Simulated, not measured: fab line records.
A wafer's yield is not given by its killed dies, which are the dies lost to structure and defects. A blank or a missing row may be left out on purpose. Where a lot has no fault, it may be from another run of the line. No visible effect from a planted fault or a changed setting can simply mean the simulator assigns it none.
fab line records -- flow ritCmos -- part 1 of 2: steps 1 to 29 of 40
record: lots: 5, wafers: 15, lastDay: 7
route steps=202 shown NWELL@34 PWELL@39 WELLDRIVE@50 NRETRO@53 PRETRO@64
lots that met no fault: taken from a fault-free run of the same line
startH: start of the lot's first displayed wafer, in hours after the record's first day -- waitH: hours from the lot's prior step to this one -- " unchanged from the row above -- L1.1+2: a row that stands for several wafers -- - no value, or no start was given -- * or withheld: withheld -- < > ~ a bound
route shown NAME@n: a module of which the file shows steps, and the number in the route of the first -- usual: average and standard deviation across the fault-free wafers -- same: alike in all rows -- chamber/n: place in a boat -- sites: readings site by site -- _std_site: the values' standard deviation -- _edge_site: the outer-site mean with the inner-site mean subtracted -- radiusMm: how far each site lies from the wafer's centre -- mask NAME#n: copy n -- behind: the last tool/chamber to shape the wafer -- hold: why the lot was held/for how many hours/how that ended -- device: names the non-switching transistor (n, p or np) -- end of line: tests run on the same wafers once the route is complete -- a step given without rows: its recipe and nothing more -- killed: dies that structure and defects cost at the first sort, which is not the same as the wafer's yield -- map: shows each die of a wafer: x if killed, . if not, _ if none is there
set.NAME: the setting as run; set.NAME@STEP: as run at that earlier step -- model.NAME: the simulator's own value behind a step, which no gauge read
a table for each step, a row for each wafer; lots at some steps of the route
services: the hour from which a tool's chamber was out of use, counted from the record's first day as startH (under 0 if before that day), plus the number of hours and why
== steps ==
step: RIT_NWELL_OVL_MEAS_06
usual: NWELL_OVL: -1.4/1.2
lot.wafer,tool,chamber,startH,waitH,NWELL_OVL[nm]
L081.1,overlay-02,-,56.91,-,-3.1
L081.3,overlay-02,-,56.91,-,-3.4
L081.5,overlay-02,-,56.91,-,-2.4
L087.1,overlay-02,-,87.34,-,0.9
L087.5,overlay-02,-,87.34,-,-1.5
L087.6,overlay-02,-,87.34,-,-1.2
L091.2,overlay-02,-,107.04,-,-0.5
L091.5,overlay-02,-,107.04,-,-1.5
L091.6,overlay-02,-,107.04,-,-0.5
L094.1,overlay-01,-,122.73,-,-2.3
L094.3,overlay-01,-,122.73,-,-1.8
L094.6,overlay-01,-,122.73,-,-0.7
L095.1,overlay-02,-,125.52,-,-0.3
L095.2,overlay-02,-,125.52,-,-1.0
L095.3,overlay-02,-,125.52,-,-2.9
step: RIT_NWELL_HARDBAKE_07
recipe: resist: NOVOLAK, tempC: 140, timeS: 120
usual: exhaustPa: 45.1/0.8
lot.wafer,tool,chamber,startH,waitH,exhaustPa
L081.1,lithoTrack-02,0,56.95,0.0,45.3
L081.3,lithoTrack-02,0,56.95,0.0,45.9
L081.5,lithoTrack-02,0,56.95,0.0,44.8
L087.1,lithoTrack-04,0,87.37,0.0,45.7
L087.5,lithoTrack-04,0,87.37,0.0,44.9
L087.6,lithoTrack-04,0,87.37,0.0,45.9
L091.2,lithoTrack-04,0,107.11,0.1,44.8
L091.5,lithoTrack-04,0,107.11,0.1,44.8
L091.6,lithoTrack-04,0,107.11,0.1,44.9
L094.1,lithoTrack-02,0,122.76,0.0,43.8
L094.3,lithoTrack-02,0,122.76,0.0,43.8
L094.6,lithoTrack-02,0,122.76,0.0,43.8
L095.1,lithoTrack-01,0,125.56,0.0,45.9
L095.2,lithoTrack-01,0,125.56,0.0,45.8
L095.3,lithoTrack-01,0,125.56,0.0,44.8
step: RIT_NWELL_IMPLANT_08
recipe: species: P, energyKev: 170, doseCm2: 5e+13, tiltDeg: 7
lot.wafer,tool,chamber,startH,waitH
L081.1+3+5,implanter-04,0,57.20,0.2
L087.1+5+6,implanter-02,0,87.62,0.2
L091.2+5+6,implanter-02,0,107.35,0.2
L094.1+3+6,implanter-04,0,123.01,0.2
L095.1+2+3,implanter-04,0,125.81,0.2
step: RIT_NWELL_STRIP_09
recipe: chemistry: O2, timeS: 180, resist: NOVOLAK, platenTempC: withheld, powerW: 500, pressureMtorr: 4000, o2FlowSccm: 4000
usual: drypumpMotorCurrentA: 5.8/0.66
lot.wafer,tool,chamber,startH,waitH,drypumpMotorCurrentA,rfHoursCounterH
L081.1,plasmaAsher-04,0,57.35,0.1,5.4,42
L081.3,plasmaAsher-04,1,57.35,0.1,4.9,-
L081.5,plasmaAsher-04,1,57.35,0.1,4.9,-
L087.1,plasmaAsher-03,1,87.77,0.1,6.7,44
L087.5,plasmaAsher-03,1,87.77,0.1,6.7,-
L087.6,plasmaAsher-03,0,87.77,0.1,6.4,-
L091.2,plasmaAsher-04,0,107.47,0.1,5.4,48
L091.5,plasmaAsher-04,0,107.47,0.1,5.4,-
L091.6,plasmaAsher-04,1,107.47,0.1,4.9,-
L094.1,plasmaAsher-03,1,123.16,0.1,6.7,45
L094.3,plasmaAsher-03,1,123.16,0.1,6.7,-
L094.6,plasmaAsher-03,0,123.16,0.1,6.4,-
L095.1,plasmaAsher-01,1,125.96,0.1,5.7,35
L095.2,plasmaAsher-01,0,125.96,0.1,5.2,35
L095.3,plasmaAsher-01,0,125.96,0.1,5.2,-
step: RIT_NWELL_TW_MEAS_10
usual: NWELL_TW: 2111/13
lot.wafer,tool,chamber,startH,waitH,NWELL_TW
L081.1,filmMetro-04,-,57.53,0.1,2112
L081.3,filmMetro-04,-,57.53,0.1,2114
L081.5,filmMetro-04,-,57.53,0.1,2111
L087.1,filmMetro-04,-,87.95,0.1,2106
L087.5,filmMetro-04,-,87.95,0.1,2108
L087.6,filmMetro-04,-,87.95,0.1,2109
L091.2,filmMetro-04,-,107.66,0.1,2115
L091.5,filmMetro-04,-,107.66,0.1,2107
L091.6,filmMetro-04,-,107.66,0.1,2091
L094.1,filmMetro-01,-,123.34,0.1,2112
L094.3,filmMetro-01,-,123.34,0.1,2125
L094.6,filmMetro-01,-,123.34,0.1,2108
L095.1,filmMetro-01,-,126.13,0.1,2113
L095.2,filmMetro-01,-,126.13,0.1,2114
L095.3,filmMetro-01,-,126.13,0.1,2130
step: RIT_PWELL_HMDS_00
recipe: primeTimeS: 60, primeTempC: 140
usual: exhaustPa: 45.1/0.85
lot.wafer,tool,chamber,startH,waitH,exhaustPa
L081.1,lithoTrack-03,0,57.59,0.1,45.1
L081.3,lithoTrack-03,0,57.59,0.1,45.1
L081.5,lithoTrack-03,0,57.59,0.1,44.8
L087.1,lithoTrack-01,0,88.01,0.1,45.9
L087.5,lithoTrack-01,0,88.01,0.1,45.5
L087.6,lithoTrack-01,0,88.01,0.1,44.0
L091.2,lithoTrack-01,0,107.73,0.1,44.2
L091.5,lithoTrack-01,0,107.73,0.1,45.4
L091.6,lithoTrack-01,0,107.73,0.1,45.4
L094.1,lithoTrack-04,0,123.40,0.1,46.3
L094.3,lithoTrack-04,0,123.40,0.1,46.0
L094.6,lithoTrack-04,0,123.40,0.1,45.4
L095.1,lithoTrack-01,0,126.19,0.1,45.0
L095.2,lithoTrack-01,0,126.19,0.1,44.8
L095.3,lithoTrack-01,0,126.19,0.1,45.0
step: RIT_PWELL_COAT_01
recipe: resist: NOVOLAK, spinRpm: 2000, resistThkNm: 1300
usual: exhaustPa: 45.1/1, spinSpeedRpm: 2000.0/1.3
lot.wafer,tool,chamber,startH,waitH,exhaustPa,spinSpeedRpm
L081.1,lithoTrack-03,0,57.74,0.1,45.5,2002.1
L081.3,lithoTrack-03,0,57.74,0.1,45.0,2001.9
L081.5,lithoTrack-03,0,57.74,0.1,45.2,1999.8
L087.1,lithoTrack-01,0,88.16,0.1,46.7,1998.8
L087.5,lithoTrack-01,0,88.16,0.1,45.6,1999.4
L087.6,lithoTrack-01,0,88.16,0.1,45.6,1999.2
L091.2,lithoTrack-01,0,107.88,0.1,43.9,2000.0
L091.5,lithoTrack-01,0,107.88,0.1,44.8,2003.7
L091.6,lithoTrack-01,0,107.88,0.1,44.7,2000.5
L094.1,lithoTrack-04,0,123.55,0.1,44.9,1998.9
L094.3,lithoTrack-04,0,123.55,0.1,44.3,2000.2
L094.6,lithoTrack-04,0,123.55,0.1,45.2,1999.1
L095.1,lithoTrack-01,0,126.34,0.1,46.0,1999.7
L095.2,lithoTrack-01,0,126.34,0.1,45.3,1999.7
L095.3,lithoTrack-01,0,126.34,0.1,44.3,1998.8
step: RIT_PWELL_SOFTBAKE_02
recipe: resist: NOVOLAK, tempC: 90, timeS: 60
usual: exhaustPa: 45.2/0.87
lot.wafer,tool,chamber,startH,waitH,exhaustPa
L081.1,lithoTrack-03,0,57.89,0.1,45.1
L081.3,lithoTrack-03,0,57.89,0.1,45.8
L081.5,lithoTrack-03,0,57.89,0.1,44.8
L087.1,lithoTrack-01,0,88.31,0.1,45.0
L087.5,lithoTrack-01,0,88.31,0.1,45.2
L087.6,lithoTrack-01,0,88.31,0.1,44.5
L091.2,lithoTrack-01,0,108.03,0.1,45.6
L091.5,lithoTrack-01,0,108.03,0.1,45.0
L091.6,lithoTrack-01,0,108.03,0.1,45.2
L094.1,lithoTrack-04,0,123.70,0.1,43.8
L094.3,lithoTrack-04,0,123.70,0.1,44.0
L094.6,lithoTrack-04,0,123.70,0.1,45.0
L095.1,lithoTrack-01,0,126.49,0.1,43.4
L095.2,lithoTrack-01,0,126.49,0.1,44.5
L095.3,lithoTrack-01,0,126.49,0.1,44.3
step: RIT_PWELL_EXPOSE_03
recipe: maskId: M3, na: 0.57, targetCdNm: 43700, doseMj: 250
lot.wafer,tool,chamber,startH,waitH,mask
L081.1+3+5,ilineStepper-01,0,58.16,0.2,M3#0
L087.1+5+6,ilineStepper-02,0,88.46,0.1,M3#0
L091.2+5+6,ilineStepper-02,0,108.30,0.2,M3#0
L094.1+3+6,ilineStepper-02,0,123.85,0.1,M3#0
L095.1+2+3,ilineStepper-01,0,126.77,0.2,M3#0
step: RIT_PWELL_PEB_04
recipe: resist: NOVOLAK, tempC: withheld, timeS: withheld
usual: exhaustPa: 45.0/1
lot.wafer,tool,chamber,startH,waitH,exhaustPa
L081.1,lithoTrack-03,0,58.28,0.1,43.7
L081.3,lithoTrack-03,0,58.28,0.1,44.2
L081.5,lithoTrack-03,0,58.28,0.1,45.3
L087.1,lithoTrack-03,0,88.57,0.1,44.5
L087.5,lithoTrack-03,0,88.57,0.1,45.5
L087.6,lithoTrack-03,0,88.57,0.1,44.3
L091.2,lithoTrack-01,0,108.42,0.1,45.5
L091.5,lithoTrack-01,0,108.42,0.1,44.5
L091.6,lithoTrack-01,0,108.42,0.1,45.2
L094.1,lithoTrack-04,0,123.96,0.1,44.2
L094.3,lithoTrack-04,0,123.96,0.1,44.2
L094.6,lithoTrack-04,0,123.96,0.1,43.1
L095.1,lithoTrack-04,0,126.88,0.1,43.7
L095.2,lithoTrack-04,0,126.88,0.1,45.9
L095.3,lithoTrack-04,0,126.88,0.1,46.0
step: RIT_PWELL_DEVELOP_05
recipe: resist: NOVOLAK, developTimeS: 68, devTempC: 23
usual: exhaustPa: 45.0/0.82
lot.wafer,tool,chamber,startH,waitH,exhaustPa
L081.1,lithoTrack-03,0,-,-,45.4
L081.3,lithoTrack-03,0,-,-,46.1
L081.5,lithoTrack-03,0,-,-,45.6
L087.1,lithoTrack-03,0,-,-,46.5
L087.5,lithoTrack-03,0,-,-,46.0
L087.6,lithoTrack-03,0,-,-,45.8
L091.2,lithoTrack-01,0,-,-,43.7
L091.5,lithoTrack-01,0,-,-,44.3
L091.6,lithoTrack-01,0,-,-,44.7
L094.1,lithoTrack-04,0,-,-,44.4
L094.3,lithoTrack-04,0,-,-,45.0
L094.6,lithoTrack-04,0,-,-,44.7
L095.1,lithoTrack-04,0,-,-,44.1
L095.2,lithoTrack-04,0,-,-,43.6
L095.3,lithoTrack-04,0,-,-,45.2
step: RIT_PWELL_OVL_MEAS_06
usual: PWELL_OVL: -0.6/1.1
lot.wafer,tool,chamber,startH,waitH,PWELL_OVL[nm]
L081.1,overlay-02,-,58.59,-,0.2
L081.3,overlay-02,-,58.59,-,-0.3
L081.5,overlay-02,-,58.59,-,-0.1
L087.1,overlay-01,-,88.89,-,-2.9
L087.5,overlay-01,-,88.89,-,-2.0
L087.6,overlay-01,-,88.89,-,-3.2
L091.2,overlay-01,-,108.72,-,-0.7
L091.5,overlay-01,-,108.72,-,-0.4
L091.6,overlay-01,-,108.72,-,0.6
L094.1,overlay-02,-,124.28,-,-1.4
L094.3,overlay-02,-,124.28,-,-1.7
L094.6,overlay-02,-,124.28,-,-0.2
L095.1,overlay-02,-,127.20,-,-0.3
L095.2,overlay-02,-,127.20,-,-0.4
L095.3,overlay-02,-,127.20,-,-1.0
step: RIT_PWELL_HARDBAKE_07
recipe: resist: NOVOLAK, tempC: 140, timeS: 120
usual: exhaustPa: 45.1/0.93
lot.wafer,tool,chamber,startH,waitH,exhaustPa
L081.1,lithoTrack-01,0,58.63,0.0,44.8
L081.3,lithoTrack-01,0,58.63,0.0,45.4
L081.5,lithoTrack-01,0,58.63,0.0,47.0
L087.1,lithoTrack-04,0,88.97,0.1,45.2
L087.5,lithoTrack-04,0,88.97,0.1,45.0
L087.6,lithoTrack-04,0,88.97,0.1,46.8
L091.2,lithoTrack-01,0,108.79,0.1,45.2
L091.5,lithoTrack-01,0,108.79,0.1,46.4
L091.6,lithoTrack-01,0,108.79,0.1,45.5
L094.1,lithoTrack-04,0,124.31,0.0,44.7
L094.3,lithoTrack-04,0,124.31,0.0,44.3
L094.6,lithoTrack-04,0,124.31,0.0,45.5
L095.1,lithoTrack-04,0,127.23,0.0,45.0
L095.2,lithoTrack-04,0,127.23,0.0,46.5
L095.3,lithoTrack-04,0,127.23,0.0,45.2
step: RIT_PWELL_IMPLANT_08
recipe: species: B, energyKev: 170, doseCm2: 7e+13, tiltDeg: 7
lot.wafer,tool,chamber,startH,waitH
L081.1+3+5,implanter-03,0,58.88,0.2
L087.1+5+6,implanter-02,0,89.22,0.2
L091.2+5+6,implanter-04,0,109.02,0.2
L094.1+3+6,implanter-02,0,124.56,0.2
L095.1+2+3,implanter-02,0,127.48,0.2
step: RIT_PWELL_STRIP_09
recipe: chemistry: O2, timeS: 180, resist: NOVOLAK, platenTempC: withheld, powerW: 500, pressureMtorr: 4000, o2FlowSccm: 4000
usual: drypumpMotorCurrentA: 5.4/0.33
lot.wafer,tool,chamber,startH,waitH,drypumpMotorCurrentA,rfHoursCounterH
L081.1,plasmaAsher-02,0,59.03,0.1,5.8,41
L081.3,plasmaAsher-02,0,59.03,0.1,5.8,-
L081.5,plasmaAsher-02,0,59.03,0.1,5.8,-
L087.1,plasmaAsher-04,0,89.37,0.1,5.4,45
L087.5,plasmaAsher-04,1,89.37,0.1,4.9,-
L087.6,plasmaAsher-04,0,89.37,0.1,5.4,-
L091.2,plasmaAsher-01,0,109.15,0.1,5.2,33
L091.5,plasmaAsher-01,1,109.15,0.1,5.7,-
L091.6,plasmaAsher-01,0,109.15,0.1,5.2,-
L094.1,plasmaAsher-01,0,124.71,0.1,5.2,35
L094.3,plasmaAsher-01,1,124.71,0.1,5.7,-
L094.6,plasmaAsher-01,0,124.71,0.1,5.2,-
L095.1,plasmaAsher-01,0,127.63,0.1,5.2,35
L095.2,plasmaAsher-01,1,127.63,0.1,5.8,35
L095.3,plasmaAsher-01,1,127.63,0.1,5.8,-
step: RIT_PWELL_TW_MEAS_10
usual: PWELL_TW: 939/6.3
lot.wafer,tool,chamber,startH,waitH,PWELL_TW
L081.1,filmMetro-03,-,59.20,0.1,929
L081.3,filmMetro-03,-,59.20,0.1,932
L081.5,filmMetro-03,-,59.20,0.1,938
L087.1,filmMetro-04,-,89.55,0.1,936
L087.5,filmMetro-04,-,89.55,0.1,933
L087.6,filmMetro-04,-,89.55,0.1,941
L091.2,filmMetro-01,-,109.33,0.1,944
L091.5,filmMetro-01,-,109.33,0.1,943
L091.6,filmMetro-01,-,109.33,0.1,945
L094.1,filmMetro-01,-,124.89,0.1,936
L094.3,filmMetro-01,-,124.89,0.1,936
L094.6,filmMetro-01,-,124.89,0.1,944
L095.1,filmMetro-04,-,127.81,0.1,932
L095.2,filmMetro-04,-,127.81,0.1,935
L095.3,filmMetro-04,-,127.81,0.1,934
step: RIT_WELLDRIVE_ANNEAL_00
recipe: tempC: 1100, timeS: 14700, ambient: N2
lot.wafer,tool,chamber,startH,waitH
L081.1+3+5,furnace-01,0,59.26,0.1
L087.1+5+6,furnace-02,0,89.61,0.1
L091.2+5+6,furnace-04,0,109.86,0.5
L094.1+3+6,furnace-01,0,124.95,0.1
L095.1+2+3,furnace-04,0,127.97,0.2
step: RIT_WELLDRIVE_RS_MEAS_01
recipe: thkMeasGauge: four-point-probe
usual: NWELL_RS: 275.8/0.78
lot.wafer,tool,chamber,startH,waitH,NWELL_RS[ohm/sq]
L081.1,filmMetro-04,-,64.34,0.0,275.9
L081.3,filmMetro-04,-,64.34,0.0,275.5
L081.5,filmMetro-04,-,64.34,0.0,275.0
L087.1,filmMetro-01,-,94.69,0.0,277.1
L087.5,filmMetro-01,-,94.69,0.0,277.2
L087.6,filmMetro-01,-,94.69,0.0,277.3
L091.2,filmMetro-04,-,114.96,0.0,276.5
L091.5,filmMetro-04,-,114.96,0.0,277.2
L091.6,filmMetro-04,-,114.96,0.0,276.7
L094.1,filmMetro-01,-,130.03,0.0,274.7
L094.3,filmMetro-01,-,130.03,0.0,275.1
L094.6,filmMetro-01,-,130.03,0.0,275.6
L095.1,filmMetro-04,-,133.06,0.0,275.7
L095.2,filmMetro-04,-,133.06,0.0,275.4
L095.3,filmMetro-04,-,133.06,0.0,274.0
step: RIT_WELLDRIVE_RS_MEAS_02
recipe: thkMeasGauge: four-point-probe
usual: PWELL_RS: 430.5/1.3
lot.wafer,tool,chamber,startH,waitH,PWELL_RS[ohm/sq]
L081.1,filmMetro-04,-,64.46,0.1,432.1
L081.3,filmMetro-04,-,64.46,0.1,431.5
L081.5,filmMetro-04,-,64.46,0.1,432.4
L087.1,filmMetro-01,-,94.81,0.1,428.4
L087.5,filmMetro-01,-,94.81,0.1,429.0
L087.6,filmMetro-01,-,94.81,0.1,429.0
L091.2,filmMetro-04,-,115.08,0.1,431.2
L091.5,filmMetro-04,-,115.08,0.1,431.4
L091.6,filmMetro-04,-,115.08,0.1,431.3
L094.1,filmMetro-01,-,130.15,0.1,429.3
L094.3,filmMetro-01,-,130.15,0.1,429.3
L094.6,filmMetro-01,-,130.15,0.1,428.1
L095.1,filmMetro-04,-,133.18,0.1,430.7
L095.2,filmMetro-04,-,133.18,0.1,430.4
L095.3,filmMetro-04,-,133.18,0.1,431.6
step: RIT_NRETRO_HMDS_00
recipe: primeTimeS: 60, primeTempC: 140
usual: exhaustPa: 45.1/0.99
lot.wafer,tool,chamber,startH,waitH,exhaustPa
L081.1,lithoTrack-02,0,64.71,0.2,45.5
L081.3,lithoTrack-02,0,64.71,0.2,45.8
L081.5,lithoTrack-02,0,64.71,0.2,43.8
L087.1,lithoTrack-01,0,94.93,0.1,45.7
L087.5,lithoTrack-01,0,94.93,0.1,43.4
L087.6,lithoTrack-01,0,94.93,0.1,46.0
L091.2,lithoTrack-02,0,115.32,0.2,44.1
L091.5,lithoTrack-02,0,115.32,0.2,45.5
L091.6,lithoTrack-02,0,115.32,0.2,42.5
L094.1,lithoTrack-03,0,130.27,0.1,44.3
L094.3,lithoTrack-03,0,130.27,0.1,42.9
L094.6,lithoTrack-03,0,130.27,0.1,43.9
L095.1,lithoTrack-02,0,133.30,0.1,46.6
L095.2,lithoTrack-02,0,133.30,0.1,47.2
L095.3,lithoTrack-02,0,133.30,0.1,45.0
step: RIT_NRETRO_COAT_01
recipe: resist: NOVOLAK, spinRpm: 1955, resistThkNm: 1300
usual: exhaustPa: 45.1/0.98, spinSpeedRpm: 1955.0/1.2
lot.wafer,tool,chamber,startH,waitH,exhaustPa,spinSpeedRpm
L081.1,lithoTrack-02,0,64.86,0.1,45.5,1954.0
L081.3,lithoTrack-02,0,64.86,0.1,44.3,1954.7
L081.5,lithoTrack-02,0,64.86,0.1,43.1,1953.3
L087.1,lithoTrack-01,0,95.08,0.1,44.2,1953.9
L087.5,lithoTrack-01,0,95.08,0.1,46.6,1954.9
L087.6,lithoTrack-01,0,95.08,0.1,45.5,1954.5
L091.2,lithoTrack-02,0,115.47,0.1,46.6,1954.9
L091.5,lithoTrack-02,0,115.47,0.1,44.3,1957.1
L091.6,lithoTrack-02,0,115.47,0.1,43.8,1953.6
L094.1,lithoTrack-03,0,130.42,0.1,44.5,1954.7
L094.3,lithoTrack-03,0,130.42,0.1,44.7,1954.9
L094.6,lithoTrack-03,0,130.42,0.1,44.8,1953.7
L095.1,lithoTrack-02,0,133.45,0.1,44.0,1953.8
L095.2,lithoTrack-02,0,133.45,0.1,44.9,1954.6
L095.3,lithoTrack-02,0,133.45,0.1,44.2,1952.9
step: RIT_NRETRO_SOFTBAKE_02
recipe: resist: NOVOLAK, tempC: 90, timeS: 60
usual: exhaustPa: 45.0/0.88
lot.wafer,tool,chamber,startH,waitH,exhaustPa
L081.1,lithoTrack-02,0,65.01,0.1,44.2
L081.3,lithoTrack-02,0,65.01,0.1,44.1
L081.5,lithoTrack-02,0,65.01,0.1,45.1
L087.1,lithoTrack-01,0,95.23,0.1,46.2
L087.5,lithoTrack-01,0,95.23,0.1,45.5
L087.6,lithoTrack-01,0,95.23,0.1,45.7
L091.2,lithoTrack-02,0,115.62,0.1,43.6
L091.5,lithoTrack-02,0,115.62,0.1,44.4
L091.6,lithoTrack-02,0,115.62,0.1,42.7
L094.1,lithoTrack-03,0,130.57,0.1,46.5
L094.3,lithoTrack-03,0,130.57,0.1,44.4
L094.6,lithoTrack-03,0,130.57,0.1,46.2
L095.1,lithoTrack-02,0,133.60,0.1,45.6
L095.2,lithoTrack-02,0,133.60,0.1,44.3
L095.3,lithoTrack-02,0,133.60,0.1,44.7
step: RIT_NRETRO_EXPOSE_03
recipe: maskId: M4, na: 0.57, targetCdNm: 43900, doseMj: 250
lot.wafer,tool,chamber,startH,waitH,mask
L081.1+3+5,ilineStepper-02,0,65.28,0.2,M4#0
L087.1+5+6,ilineStepper-02,0,95.38,0.1,M4#0
L091.2+5+6,ilineStepper-02,0,115.88,0.2,M4#0
L094.1+3+6,ilineStepper-02,0,130.72,0.1,M4#0
L095.1+2+3,ilineStepper-01,0,133.87,0.2,M4#0
step: RIT_NRETRO_PEB_04
recipe: resist: NOVOLAK, tempC: withheld, timeS: withheld
usual: exhaustPa: 45.0/0.9
lot.wafer,tool,chamber,startH,waitH,exhaustPa
L081.1,lithoTrack-03,0,65.40,0.1,43.2
L081.3,lithoTrack-03,0,65.40,0.1,44.9
L081.5,lithoTrack-03,0,65.40,0.1,43.1
L087.1,lithoTrack-03,0,95.50,0.1,46.8
L087.5,lithoTrack-03,0,95.50,0.1,46.9
L087.6,lithoTrack-03,0,95.50,0.1,46.3
L091.2,lithoTrack-03,0,116.01,0.1,45.6
L091.5,lithoTrack-03,0,116.01,0.1,45.9
L091.6,lithoTrack-03,0,116.01,0.1,45.9
L094.1,lithoTrack-03,0,130.84,0.1,43.5
L094.3,lithoTrack-03,0,130.84,0.1,45.6
L094.6,lithoTrack-03,0,130.84,0.1,43.6
L095.1,lithoTrack-03,0,134.17,0.3,44.3
L095.2,lithoTrack-03,0,134.17,0.3,45.2
L095.3,lithoTrack-03,0,134.17,0.3,45.0
step: RIT_NRETRO_DEVELOP_05
recipe: resist: NOVOLAK, developTimeS: 68, devTempC: 23
usual: exhaustPa: 45.0/0.91
lot.wafer,tool,chamber,startH,waitH,exhaustPa
L081.1,lithoTrack-03,0,-,-,43.8
L081.3,lithoTrack-03,0,-,-,43.8
L081.5,lithoTrack-03,0,-,-,44.1
L087.1,lithoTrack-03,0,-,-,43.3
L087.5,lithoTrack-03,0,-,-,45.2
L087.6,lithoTrack-03,0,-,-,44.2
L091.2,lithoTrack-03,0,-,-,46.1
L091.5,lithoTrack-03,0,-,-,44.2
L091.6,lithoTrack-03,0,-,-,45.1
L094.1,lithoTrack-03,0,-,-,44.1
L094.3,lithoTrack-03,0,-,-,44.7
L094.6,lithoTrack-03,0,-,-,45.1
L095.1,lithoTrack-03,0,-,-,46.7
L095.2,lithoTrack-03,0,-,-,45.6
L095.3,lithoTrack-03,0,-,-,45.5
step: RIT_NRETRO_OVL_MEAS_06
usual: NRETRO_OVL: -0.7/1.6
lot.wafer,tool,chamber,startH,waitH,NRETRO_OVL[nm]
L081.1,overlay-01,-,65.71,-,-2.2
L081.3,overlay-01,-,65.71,-,-3.3
L081.5,overlay-01,-,65.71,-,-4.1
L087.1,overlay-01,-,95.81,-,-0.6
L087.5,overlay-01,-,95.81,-,-3.1
L087.6,overlay-01,-,95.81,-,-2.7
L091.2,overlay-02,-,116.30,-,-2.3
L091.5,overlay-02,-,116.30,-,-1.7
L091.6,overlay-02,-,116.30,-,-2.2
L094.1,overlay-02,-,131.15,-,-0.1
L094.3,overlay-02,-,131.15,-,0.3
L094.6,overlay-02,-,131.15,-,-1.1
L095.1,overlay-01,-,134.49,-,-2.7
L095.2,overlay-01,-,134.49,-,-0.8
L095.3,overlay-01,-,134.49,-,-0.5
step: RIT_NRETRO_HARDBAKE_07
recipe: resist: NOVOLAK, tempC: 140, timeS: 120
usual: exhaustPa: 45.1/0.89
lot.wafer,tool,chamber,startH,waitH,exhaustPa
L081.1,lithoTrack-01,0,65.75,0.0,45.5
L081.3,lithoTrack-01,0,65.75,0.0,45.0
L081.5,lithoTrack-01,0,65.75,0.0,46.1
L087.1,lithoTrack-03,0,95.85,0.0,45.7
L087.5,lithoTrack-03,0,95.85,0.0,46.0
L087.6,lithoTrack-03,0,95.85,0.0,44.8
L091.2,lithoTrack-02,0,116.37,0.1,44.4
L091.5,lithoTrack-02,0,116.37,0.1,43.0
L091.6,lithoTrack-02,0,116.37,0.1,44.0
L094.1,lithoTrack-02,0,131.19,0.0,45.7
L094.3,lithoTrack-02,0,131.19,0.0,44.6
L094.6,lithoTrack-02,0,131.19,0.0,45.7
L095.1,lithoTrack-03,0,134.52,0.0,45.5
L095.2,lithoTrack-03,0,134.52,0.0,46.7
L095.3,lithoTrack-03,0,134.52,0.0,45.9
step: RIT_NRETRO_IMPLANT_08
recipe: species: P, energyKev: 70, doseCm2: 1e+13, tiltDeg: 7
lot.wafer,tool,chamber,startH,waitH
L081.1+3+5,implanter-03,0,66.00,0.2
L087.1+5+6,implanter-03,0,96.10,0.2
L091.2+5+6,implanter-03,0,116.61,0.2
L094.1+3+6,implanter-01,0,131.44,0.2
L095.1+2+3,implanter-01,0,134.77,0.2
step: RIT_NRETRO_STRIP_09
recipe: chemistry: O2, timeS: 180, resist: NOVOLAK, platenTempC: withheld, powerW: 500, pressureMtorr: 4000, o2FlowSccm: 4000
usual: drypumpMotorCurrentA: 5.6/0.64
lot.wafer,tool,chamber,startH,waitH,drypumpMotorCurrentA,rfHoursCounterH
L081.1,plasmaAsher-03,0,66.15,0.1,6.4,42
L081.3,plasmaAsher-03,1,66.15,0.1,6.7,-
L081.5,plasmaAsher-03,0,66.15,0.1,6.4,-
L087.1,plasmaAsher-02,0,96.25,0.1,5.8,45
L087.5,plasmaAsher-02,1,96.25,0.1,5.7,-
L087.6,plasmaAsher-02,0,96.25,0.1,5.8,-
L091.2,plasmaAsher-04,0,116.73,0.1,5.4,50
L091.5,plasmaAsher-04,1,116.73,0.1,4.9,-
L091.6,plasmaAsher-04,0,116.73,0.1,5.4,-
L094.1,plasmaAsher-03,0,131.59,0.1,6.4,46
L094.3,plasmaAsher-03,1,131.59,0.1,6.7,-
L094.6,plasmaAsher-03,1,131.59,0.1,6.7,-
L095.1,plasmaAsher-03,0,134.92,0.1,6.4,47
L095.2,plasmaAsher-03,1,134.92,0.1,6.7,47
L095.3,plasmaAsher-03,1,134.92,0.1,6.7,-
